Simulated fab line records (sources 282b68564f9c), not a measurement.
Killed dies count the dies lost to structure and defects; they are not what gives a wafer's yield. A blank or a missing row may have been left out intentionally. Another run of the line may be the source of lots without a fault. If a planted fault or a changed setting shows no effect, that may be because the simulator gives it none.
Comparing a struck lot with a sound one :: flow rit-cmos :: 27 steps out of a route of 202
Sound: wafers L360.1, L360.3, L360.5. Struck: wafer L372.3. (L372.4, L372.6 of the same lot were not struck and are left out.) The cause comes at the end.
Per side, at each step with rows, come the tool, then ch with its chambers, and then its first start. Under that, the readings that differ: sound wafers :: struck wafers :: difference of the means :: sigmas: that difference in standard deviations of wafers without a fault.
alike: readings whose means differ by less than 2 such deviations, and words and numbers that are the same on both sides. not compared: withheld readings, readings that some wafer has no value for, bounds like >300 that may hide the same value, and numbers for which the record gives no deviation and whose values overlap.
A row with sigmas, a row that says differs or no value, or rows on one side alone: a step with any of these is where the two part. Numbers that have no deviation but don't overlap get no sigmas and don't part them. A reading that every wafer of one side lacks parts them only if that side has two wafers or more.

first, 4 steps without rows for these wafers: RIT_CONTACT_SOFTBAKE_04 (time 60 s); RIT_CONTACT_EXPOSE_05 (exposes mask M11, target cd 1000 nm); RIT_CONTACT_PEB_06; RIT_CONTACT_DEVELOP_07 (develop time 123 s).
RIT_CONTACT_CD_MEAS_08 targets a cd of 1000 nm.
  sound on cd-sem-01 at day 3 08:56; struck on cd-sem-01 at day 5 18:17
  alike: cd-nm
RIT_CONTACT_OVL_MEAS_09:
  sound on overlay-02 at day 3 09:03; struck on overlay-01 at day 5 18:23
  alike: CONTACT_OVL
then, 1 step without rows for these wafers: RIT_CONTACT_HARDBAKE_10 (time 60 s).
RIT_CONTACT_ETCH_11: etches SiO2 in CHF3/CF4/Ar, stops on TiSi2, target depth 480 nm, time 320 s.
  sound on rie-diel-02 ch 0,2,3, day 3 09:14; struck on rie-diel-04 ch 1, day 5 18:33
reading: drypump-motor-current-A (A)
sound: 5.6 5.5 5.1
struck: 6.4
difference: +1.0
sigmas: +2

reading: oes-product-au (a.u.)
sound: 0.982 0.976 0.976
struck: 1.007
difference: +0.029
sigmas: +2
  alike: cf4-flow-sccm, throttle-valve-pct
  not compared: rf-hours-counter-h
RIT_CONTACT_STRIP_12: strips in O2, time 180 s.
  sound on plasma-asher-02 ch 0,1, day 3 09:26; struck on plasma-asher-04 ch 1, day 5 18:48
  alike: drypump-motor-current-A
  not compared: rf-hours-counter-h
RIT_CONTACT_CD_MEAS_90 targets a cd of 1000 nm.
  sound on cd-sem-02 at day 3 09:37; struck on cd-sem-01 at day 5 18:58
  alike: cd-nm
then, 2 steps without rows for these wafers: RIT_CONTACT_CLEAN_13 (cleans in SC1, time 600 s); RIT_CONTACT_CLEAN_14 (cleans in SC2, time 600 s).
RIT_M1_SPUTTER_00: material Al, target thk 400 nm, time 500 s.
  sound on pvd-sputter-02 at day 3 10:05; struck on pvd-sputter-01 at day 5 19:24
reading: model.Al_of_M1_SPUTTER_00.thk-nm (nm)
sound: 400.1 393.4 397.9
struck: 633.8
difference: +236.7
sigmas: 
  alike: cathode-dc-power-W, throttle-valve-pct
RIT_M1_RS_MEAS_01: measurement is done with a four-point probe.
  sound on film-metro-01 at day 3 10:23; struck on film-metro-02 at day 5 19:44
reading: M1_AL_RS (ohm/sq)
sound: 0.0733 0.0746 0.0737
struck: 0.0459
difference: -0.0280
sigmas: -39
RIT_M1_THK_MEAS_02: measures by xrf.
  sound on film-metro-01 at day 3 10:31; struck on film-metro-02 at day 5 19:50
reading: M1_AL_THK (nm)
sound: 399 392 399
struck: 634
difference: +237
sigmas: +57
then, 6 steps without rows for these wafers: RIT_M1_HMDS_03 (prime time 60 s); RIT_M1_COAT_04 (resist thk 1300 nm); RIT_M1_SOFTBAKE_05 (time 60 s); RIT_M1_EXPOSE_06 (exposes mask M12, target cd 2600 nm); RIT_M1_PEB_07; RIT_M1_DEVELOP_08 (develop time 68 s).
RIT_M1_CD_MEAS_09 targets a cd of 2600 nm.
  sound on cd-sem-02 at day 3 11:34; struck on cd-sem-02 at day 5 20:48
  alike: cd-nm
RIT_M1_OVL_MEAS_10:
  sound on overlay-02 at day 3 11:41; struck on overlay-02 at day 5 20:53
  alike: M1_OVL
then, 1 step without rows for these wafers: RIT_M1_HARDBAKE_11 (time 120 s).
RIT_M1_METAL_ETCH_12: etches Al in Cl2/BCl3, stops on SiO2, time 165 s, target depth 600 nm.
  sound on rie-metal-02 ch 0,1, day 3 11:59; struck on rie-metal-01 ch 1, day 5 21:13
reading: oes-product-au (a.u.)
sound: 0.779 0.792 0.779
struck: 0.993
difference: +0.210
sigmas: +19

reading: throttle-valve-pct (%)
sound: 8.27 8.29 8.27
struck: 8.11
difference: -0.17
sigmas: -2
  alike: drypump-motor-current-A, mfc-cl2-sccm
  not compared: rf-hours-counter-h
then, 1 step without rows for these wafers: RIT_M1_STRIP_13 (strips in nmp, time 600 s).
RIT_M1_PROBE_99:
  sound on prober-02 at day 3 14:25; struck on prober-02 at day 5 23:31
reading: defect-limited-yield (%)
sound: 99.2 98.5 96.6
struck: 3.0
difference: -95.1
sigmas: -86

reading: killed_at_M0_to_M3
sound: 0 0 0
struck: 249
difference: +249
sigmas: +99 or more

reading: killed-dies
sound: 2 4 9
struck: 256
difference: +251
sigmas: +90

reading: killed-on-rim
sound: 1 3 2
struck: 70
difference: +68
sigmas: +57

reading: model.etest.tester.sort-n-pass
sound: 262 260 255
struck: 0
difference: -259
sigmas: 

reading: model.etest.tester.sort-yield-pct (%)
sound: 99.24 98.48 96.59
struck: 0
difference: -98
sigmas: 

reading: model.etest.tester.sort_bin_5_pct (%)
sound: 0.3788 1.136 1.515
struck: 95.83
difference: +94.82
sigmas: 

reading: model.etest.nmos_0p3.over-limit
sound: 0 0 0
struck: 1
difference: +1
sigmas: 

reading: model.etest.pmos_0p3.short
sound: 0 0 0
struck: 1
difference: +1
sigmas: 

reading: model.etest.pmos_0p15.short
sound: 0 0 0
struck: 1
difference: +1
sigmas: 

reading: model.etest.nmos_0p3.short
sound: 0 0 0
struck: 1
difference: +1
sigmas: 

reading: model.etest.gate-end-array.over-limit
sound: 0 0 0
struck: 1
difference: +1
sigmas: 
  alike: killed-at-contacts, killed-at-front-end, killed-open, killed-short

WHERE THEY PART
First at RIT_CONTACT_ETCH_11; last, within this record, at RIT_M1_PROBE_99.

WHY: what the simulator had put in
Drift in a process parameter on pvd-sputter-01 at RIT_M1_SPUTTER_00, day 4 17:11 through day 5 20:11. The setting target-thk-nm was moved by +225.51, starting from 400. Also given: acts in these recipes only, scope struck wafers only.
